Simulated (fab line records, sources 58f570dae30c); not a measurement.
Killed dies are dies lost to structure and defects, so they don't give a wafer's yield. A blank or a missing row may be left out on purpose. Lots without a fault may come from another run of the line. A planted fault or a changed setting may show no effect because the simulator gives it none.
Problem report in the 8D (eight disciplines) form, filled by code | flow berkeley_cmos170 | the parts of the form that need people (team, actions taken, sign-off) are left out

1. THE PROBLEM
oes_product_au at UCB170_M2_METAL_ETCH_18 reads a mean of 0.804 a.u. on 3 wafers of 2 lots; wafers without a fault read 0.871 a.u. with a standard deviation of 0.011. That is -6.1 standard deviations from the usual mean.
The step: etches Al in Cl2/BCl3, stops on SiO2, target depth 1170 nm, time 195 s.
First seen on wafer L371.1, day 11 11:16, on rie_metal-02. The record holds 42 wafers of 14 lots with a number at this step. Rule for "out", or "out of limits": more than 4 standard deviations from the usual mean. The other wafers with a number count as sound.

2. WHAT IT IS AND WHAT IT IS NOT
question                    | is                     | is not
which readings at this step | oes_product_au         | bcl3_flow_sccm, drypump_motor_current_A, rf_fwd_power_W, throttle_valve_pct
which lots                  | L371, L377             | L356, L358, L359, L360, L361, L364, L365, L366, L367, L368, L369, L374
which wafers of those lots  | L371.1, L371.5, L377.2 | L371.2, L377.1, L377.4
read on which tools         | rie_metal-02           | rie_metal-03, rie_metal-04
when                        | from day 11 11:16      | up to then (34 sound wafers); but 5 sound wafers of L374, L377 came after

3. SUSPECTS, AND WHAT RULES EACH OUT
Counting: a tool at a process step up to the reading stays a suspect if it ran every lot that is out. Sound lots after the first of them don't rule it out here, since some wafers of a struck lot are sound.
- pecvd-02 at UCB170_V1_CVD_00 (deposits SiO2 from TEOS/O2, target thk 2000 nm, time 250 s): kept. It ran every lot that is out, first L371 (day 11 05:16); its last sound lot up to then is L365 (day 10 09:29).
- rie_metal-02 at UCB170_M2_METAL_ETCH_18 (etches Al in Cl2/BCl3, stops on SiO2, target depth 1170 nm, time 195 s): kept. It ran every lot that is out, first L371 (day 11 11:16); its last sound lot up to then is L367 (day 11 02:07). Its own readings are out on those wafers: oes_product_au.
- Within rie_metal-02 at UCB170_M2_METAL_ETCH_18: the wafers that are out ran in chamber 0; their sound lot-mates ran in chamber 1.
Left after counting: pecvd-02 at UCB170_V1_CVD_00, rie_metal-02 at UCB170_M2_METAL_ETCH_18.

4. THE CAUSE (what the simulator had put in)
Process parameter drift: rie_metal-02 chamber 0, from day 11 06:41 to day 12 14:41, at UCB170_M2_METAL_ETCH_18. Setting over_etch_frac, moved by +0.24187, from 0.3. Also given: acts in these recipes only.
Counting left 2 suspects, and this tool is among them.

5. THE CHAIN OF EFFECTS, in route order
Each row: a reading whose mean over the struck wafers that have a number lies more than 3 standard deviations from the usual. Only readings for which the record gives a usual standard deviation are gone through. hours: the time from each lot's start at the first step in this table that gives one to its start at this step, as a median over the lots. sigmas: the change in usual standard deviations.
hours | step                    | reading        | usual      | on struck wafers | change | sigmas
0     | UCB170_M2_METAL_ETCH_18 | oes_product_au | 0.871 a.u. | 0.804            | -0.067 | -6.1
0     | UCB170_M2_STRIP_19      | oes_product_au | 0.539 a.u. | 0.417            | -0.122 | -7.2
0     | UCB170_M2_CD_MEAS_90    | cd_nm          | 700.6 nm   | 691.9            | -8.7   | -3.5
The process steps in it:
- UCB170_M2_METAL_ETCH_18: etches Al in Cl2/BCl3, stops on SiO2, target depth 1170 nm, time 195 s.
- UCB170_M2_STRIP_19: strips in O2.

6. WHAT WOULD HAVE CAUGHT IT SOONER
In this record the first reading out of limits was taken at day 11 11:16, 5 hours after the fault began at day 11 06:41.
